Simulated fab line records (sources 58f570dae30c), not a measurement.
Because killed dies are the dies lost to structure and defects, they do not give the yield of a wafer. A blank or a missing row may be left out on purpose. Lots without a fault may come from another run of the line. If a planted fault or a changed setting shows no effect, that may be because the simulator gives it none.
One fault through the eyes of 2 desks / flow berkeleyCmos170 / each desk has only its own numbers; what lay behind them comes last

THE METROLOGY DESK
Means of the sampled wafers that have a number, per lot and without regard to the tool the lot ran on: this is what the gauges read. Any lot whose mean is over 4 standard deviations away from the usual mean is out of limits and marked OUT; that distance is given in the brackets.
Columns: A = PSD_RS at UCB170_SDANNEAL_RS_MEAS_02, usual 75.4 ohm/sq; B = V2_BOW at UCB170_V2_BOW_MEAS_03, usual 37 um
lot=L484; first seen here=day 7 11:10; A=75.5; B=36
lot=L487; first seen here=day 8 08:31; A=75.7; B=33
lot=L489; first seen here=day 8 08:49; A=74.9; B=41
lot=L486; first seen here=day 8 09:07; A=75.9; B=40
lot=L485; first seen here=day 8 09:22; A=75.1; B=48
lot=L491; first seen here=day 9 08:23; A=75.6; B=37
lot=L492; first seen here=day 9 08:32; A=75.3; B=35
lot=L493; first seen here=day 9 08:56; A=75.3; B=30
lot=L496; first seen here=day 9 16:35; A=74.8; B=38
lot=L495; first seen here=day 9 16:47; A=75.6; B=37
lot=L494; first seen here=day 9 17:01; A=75.4; B=41
lot=L502; first seen here=day 11 07:01; A=75.5; B=33
lot=L507; first seen here=day 12 07:16; A=75.3; B=45
Result from this desk: across the 13 lots, nothing is out of limits.

AT THE TOOL OWNER'S DESK: rieDiel-01
The tool's own readings at UCB170_M3_ETCH_17 (etches BARC in N2/H2): means of the sampled wafers that have a number, for each lot that ran on this tool. Any lot whose mean is over 4 standard deviations away from the usual mean is out of limits and marked OUT; that distance is given in the brackets.
Columns: A = chamberPressureMTorr at UCB170_M3_ETCH_17, usual 30.00 mTorr; B = drypumpMotorCurrentA at UCB170_M3_ETCH_17, usual 5.8 A; C = h2FlowSccm at UCB170_M3_ETCH_17, usual 200.0 sccm; D = oesProductAu at UCB170_M3_ETCH_17, usual 0.986 a.u.; E = rfFwdPowerW at UCB170_M3_ETCH_17, usual 494.8 W; F = throttleValvePct at UCB170_M3_ETCH_17, usual 13.36 %
lot=L487; first seen here=day 9 10:55; A=29.99; B=6.0; C=199.6; D=0.985; E=494.4; F=13.34
lot=L486; first seen here=day 9 11:50; A=30.00; B=6.0; C=199.6; D=0.987; E=495.5; F=13.36
lot=L492; first seen here=day 10 06:35; A=29.98; B=6.0; C=200.0; D=1.005; E=494.3; F=13.35
lot=L495; first seen here=day 10 15:34; A=30.00; B=6.0; C=199.5; D=1.007; E=492.1; F=13.37
lot=L502; first seen here=day 12 02:10; A=29.99; B=6.0; C=200.6; D=1.000; E=492.1; F=13.41
Result from this desk: across the 5 lots, nothing is out of limits.

PUT TOGETHER
Nothing out of limits was seen by the metrology desk.
The tool owner's desk saw nothing out of limits.

WHAT THE SIMULATOR PUT IN
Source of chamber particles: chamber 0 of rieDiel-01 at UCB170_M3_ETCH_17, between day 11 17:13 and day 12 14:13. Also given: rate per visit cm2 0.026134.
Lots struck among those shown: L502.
